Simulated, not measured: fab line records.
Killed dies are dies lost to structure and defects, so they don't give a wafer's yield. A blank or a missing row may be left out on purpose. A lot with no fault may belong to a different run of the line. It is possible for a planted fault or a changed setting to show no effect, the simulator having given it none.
What tool caused it? + flow ritCmos + 15 lots with 45 wafers sampled at 3 steps, on a route of 202 steps

WHAT THE GAUGES SHOWED, per wafer
RIT_SILICIDE_THK_MEAS_03: measures by xrf. Usual: for SILICIDE_TI_THK the level is 31.0 nm and the standard deviation is 0.35.
| lot  | measured    | on           | SILICIDE_TI_THK (nm) | flag |
|------|-------------|--------------|----------------------|------|
| L841 | day 3 05:43 | filmMetro-01 | 31.3 31.5 31.0       |      |
| L844 | day 3 22:31 | filmMetro-01 | 30.9 30.7 30.8       |      |
| L843 | day 3 22:52 | filmMetro-03 | 30.6 30.6 30.6       |      |
| L846 | day 4 04:38 | filmMetro-04 | 30.5 30.9 30.6       |      |
| L847 | day 4 16:44 | filmMetro-01 | 31.0 31.1 31.3       |      |
| L849 | day 4 22:28 | filmMetro-01 | 31.3 31.1 31.1       |      |
| L850 | day 5 04:18 | filmMetro-01 | 31.2 30.9 31.6       |      |
| L852 | day 5 13:16 | filmMetro-03 | 31.3 31.0 31.6       |      |
| L853 | day 5 16:29 | filmMetro-03 | 31.0 30.8 30.8       |      |
| L854 | day 5 22:14 | filmMetro-01 | 31.5 31.3 31.4       |      |
| L855 | day 6 00:50 | filmMetro-01 | 30.8 30.6 30.7       |      |
| L856 | day 6 05:33 | filmMetro-01 | 30.9 30.6 31.0       |      |
| L861 | day 7 07:05 | filmMetro-01 | 30.9 30.9 31.1       |      |
| L863 | day 7 17:37 | filmMetro-03 | 31.2 31.0 31.7       |      |
| L864 | day 7 21:19 | filmMetro-01 | 30.6 30.5 30.6       |      |

RIT_M1_CD_MEAS_09 targets a cd of 2600 nm. Usual: cdNm reads 2600.0 nm (standard deviation 2.2).
| lot  | measured    | on       | cdNm (nm)            | flag |
|------|-------------|----------|----------------------|------|
| L841 | day 3 09:49 | cdSem-01 | 2601.3 2601.5 2599.5 |      |
| L844 | day 4 02:41 | cdSem-01 | 2600.2 2596.3 2598.5 |      |
| L843 | day 4 02:59 | cdSem-02 | 2600.8 2600.8 2603.3 |      |
| L846 | day 4 08:44 | cdSem-02 | 2602.2 2600.9 2602.4 |      |
| L847 | day 4 20:46 | cdSem-02 | 2602.7 2602.1 2600.2 |      |
| L849 | day 5 02:24 | cdSem-02 | 2602.6 2602.9 2601.1 |      |
| L850 | day 5 08:19 | cdSem-01 | 2596.4 2597.4 2600.4 |      |
| L852 | day 5 17:28 | cdSem-02 | 2598.5 2599.0 2600.3 |      |
| L853 | day 5 20:53 | cdSem-02 | 2601.0 2602.5 2598.8 |      |
| L854 | day 6 02:36 | cdSem-01 | 2601.3 2598.7 2600.6 |      |
| L855 | day 6 04:51 | cdSem-02 | 2597.8 2596.6 2597.8 |      |
| L856 | day 6 09:41 | cdSem-01 | 2598.3 2600.1 2603.0 |      |
| L861 | day 7 11:10 | cdSem-02 | 2599.2 2600.0 2602.3 |      |
| L863 | day 7 21:40 | cdSem-01 | 2599.3 2599.7 2598.4 |      |
| L864 | day 8 01:28 | cdSem-01 | 2600.8 2603.0 2600.6 |      |

EACH LOT AND THE TOOL THAT RAN IT (in order: tool; ch and the chambers of the sampled wafers; start)
| lot  | RIT_CONTACT_STRIP_12               |
|------|------------------------------------|
| L841 | plasmaAsher-02 ch 0,1, day 3 07:32 |
| L844 | plasmaAsher-02 ch 0,1, day 4 00:26 |
| L843 | plasmaAsher-04 ch 0,1, day 4 00:48 |
| L846 | plasmaAsher-04 ch 0,1, day 4 06:37 |
| L847 | plasmaAsher-01 ch 0,1, day 4 18:35 |
| L849 | plasmaAsher-01 ch 0,1, day 5 00:24 |
| L850 | plasmaAsher-04 ch 0,1, day 5 06:09 |
| L852 | plasmaAsher-02 ch 0,1, day 5 15:19 |
| L853 | plasmaAsher-01 ch 0,1, day 5 18:49 |
| L854 | plasmaAsher-01 ch 0,1, day 6 00:20 |
| L855 | plasmaAsher-02 ch 0,1, day 6 02:49 |
| L856 | plasmaAsher-01 ch 0,1, day 6 07:29 |
| L861 | plasmaAsher-04 ch 0,1, day 7 09:11 |
| L863 | plasmaAsher-02 ch 0,1, day 7 19:37 |
| L864 | plasmaAsher-02 ch 0,1, day 7 23:19 |
- RIT_CONTACT_STRIP_12: strips in O2, time 180 s.

WHAT THE TOOLS THEMSELVES READ (means of the sampled wafers that have a number; where no wafer has one, the mark that the record gives instead)
RIT_CONTACT_STRIP_12. Usual: drypumpMotorCurrentA 5.6 A, standard deviation 0.34; runLengthS 208.2 s, standard deviation 0.4.
| lot  | tool           | drypumpMotorCurrentA (A) | runLengthS (s) | flag |
|------|----------------|--------------------------|----------------|------|
| L841 | plasmaAsher-02 | 5.6                      | 207.9          |      |
| L844 | plasmaAsher-02 | 5.2                      | 208.3          |      |
| L843 | plasmaAsher-04 | 5.3                      | 208.0          |      |
| L846 | plasmaAsher-04 | 5.3                      | 208.2          |      |
| L847 | plasmaAsher-01 | 5.8                      | 208.7          |      |
| L849 | plasmaAsher-01 | 5.8                      | 208.4          |      |
| L850 | plasmaAsher-04 | 5.3                      | 208.0          |      |
| L852 | plasmaAsher-02 | 5.2                      | 208.2          |      |
| L853 | plasmaAsher-01 | 5.7                      | 208.2          |      |
| L854 | plasmaAsher-01 | 5.8                      | 208.2          |      |
| L855 | plasmaAsher-02 | 5.2                      | 208.1          |      |
| L856 | plasmaAsher-01 | 5.7                      | 208.1          |      |
| L861 | plasmaAsher-04 | 5.5                      | 207.9          |      |
| L863 | plasmaAsher-02 | 5.6                      | 208.1          |      |
| L864 | plasmaAsher-02 | 5.5                      | 208.1          |      |

THE ANSWER, worked out from the rows above alone
Rule: a lot counts as off when the mean over its wafers that have a number is more than 3 standard deviations away from the usual mean. A lot without any number at a reading at which 4 lots or more have one is off too. Where the step has rows for the other lots, those lots are counted as sound. After the gauges, taken in route order, come the tools' own readings; for these a lot's mean is taken, as printed above. The first step at which some lot is off is used, and at that step the reading that is off furthest; a lot without a number counts as furthest.
No lot is off on any of the readings shown, so nothing can be concluded from this.

WHAT HAD BEEN PUT IN BY THE SIMULATOR
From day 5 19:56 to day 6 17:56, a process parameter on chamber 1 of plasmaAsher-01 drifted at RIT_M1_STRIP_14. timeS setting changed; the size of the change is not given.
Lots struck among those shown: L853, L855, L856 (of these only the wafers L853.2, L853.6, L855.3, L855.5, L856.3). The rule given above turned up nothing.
